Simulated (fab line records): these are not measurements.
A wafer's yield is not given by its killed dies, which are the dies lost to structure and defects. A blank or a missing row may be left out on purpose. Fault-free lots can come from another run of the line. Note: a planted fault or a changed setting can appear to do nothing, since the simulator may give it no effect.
Comparing a struck lot with a sound one	flow berkeley cmos170	16 out of 331 route steps
Sound: these wafers, L902.1, L902.2, L902.5. Wafers struck: L919.3, L919.5, L919.6. Last of all comes the cause.
Per side, at each step with rows, come the tool, then ch with its chambers, and then its first start. Under that, the readings that differ: sound wafers	struck wafers	difference of the means	sigmas: that difference in standard deviations of wafers without a fault.
alike: words and numbers the same on both sides, and readings whose means are apart by under 2 such deviations; not compared: readings that were withheld, readings missing a value for some wafer, numbers with overlapping values and no deviation given by the record, and bounds like >300 which may hide the same value.
The two part at a step that has a row with sigmas, a row that says differs or no value, or rows on one side only. Numbers that have no deviation but don't overlap get no sigmas and don't part them. A reading missing from all wafers of one side parts the sides only when that side holds two or more wafers.

first, 2 steps without rows for these wafers: UCB170_M2_COAT_05 (resist thk 900 nm); UCB170_M2_SOFTBAKE_06 (time 60 s).
UCB170_M2_STRIP_07: strips in O2.
  sound on plasma asher-04 ch 0,1, day 7 23:59; struck on plasma asher-04 ch 0,1, day 11 03:40
  alike: drypump motor current A, oes product au, strip time to endpoint s
  not compared: rf hours counter h
then, 7 steps without rows for these wafers: UCB170_M2_STRIP_08 (strips KrF in DMSO, time 600 s); UCB170_M2_COAT_09; UCB170_M2_COAT_10 (resist thk 900 nm); UCB170_M2_SOFTBAKE_11 (time 60 s); UCB170_M2_EXPOSE_12 (exposes mask METAL2, target cd 700 nm); UCB170_M2_PEB_13; UCB170_M2_DEVELOP_14 (develop time 45 s).
UCB170_M2_CD_MEAS_15 targets a cd of 700 nm.
  sound: cd sem-02 at day 8 01:52; struck: cd sem-02 at day 11 05:05
  alike: cd nm
UCB170_M2_OVL_MEAS_16:
  sound: overlay-02 at day 8 01:59; struck: overlay-01 at day 11 05:10
  alike: M2_OVL
UCB170_M2_ETCH_17: etches BARC in N2/H2.
  sound on rie diel-01 ch 2,3, day 8 02:01; struck on rie diel-02 ch 2,3, day 11 05:11
  no value came back on the struck wafers for any of 6 readings (bias w (W), chamber pressure mTorr (mTorr) and others); on the sound wafers bias w (W) reads 100.3 100.1 100.2
UCB170_M2_METAL_ETCH_18: etches Al in Cl2/BCl3, stops on SiO2, target depth 1170 nm, time 195 s.
  sound on rie metal-01 ch 1, day 8 02:04; struck on rie metal-02 ch 0,1, day 11 05:18
reading	sound	struck	difference	sigmas
oes product au (a.u.)	0.854 0.856 0.847	0.381 0.385 0.378	-0.471	-31
  alike: bcl3 flow sccm, bias w, drypump motor current A, rf fwd power W, throttle valve pct
  not compared: rf hours counter h
UCB170_M2_STRIP_19: strips in O2.
  sound on plasma asher-03 ch 0,1, day 8 02:26; struck on plasma asher-04 ch 0,1, day 11 05:27
  alike: drypump motor current A, oes product au
  not compared: rf hours counter h
UCB170_M2_CD_MEAS_90 targets a cd of 700 nm.
  sound: cd sem-02 at day 8 02:32; struck: cd sem-02 at day 11 05:34
reading	sound	struck	difference	sigmas
cd nm (nm)	699.7 698.8 698.2	- - -	no value on the struck wafers	

## WHERE THEY PART
Earliest at UCB170_M2_ETCH_17; latest, in this record, at UCB170_M2_CD_MEAS_90.

WHY: the cause the simulator had injected
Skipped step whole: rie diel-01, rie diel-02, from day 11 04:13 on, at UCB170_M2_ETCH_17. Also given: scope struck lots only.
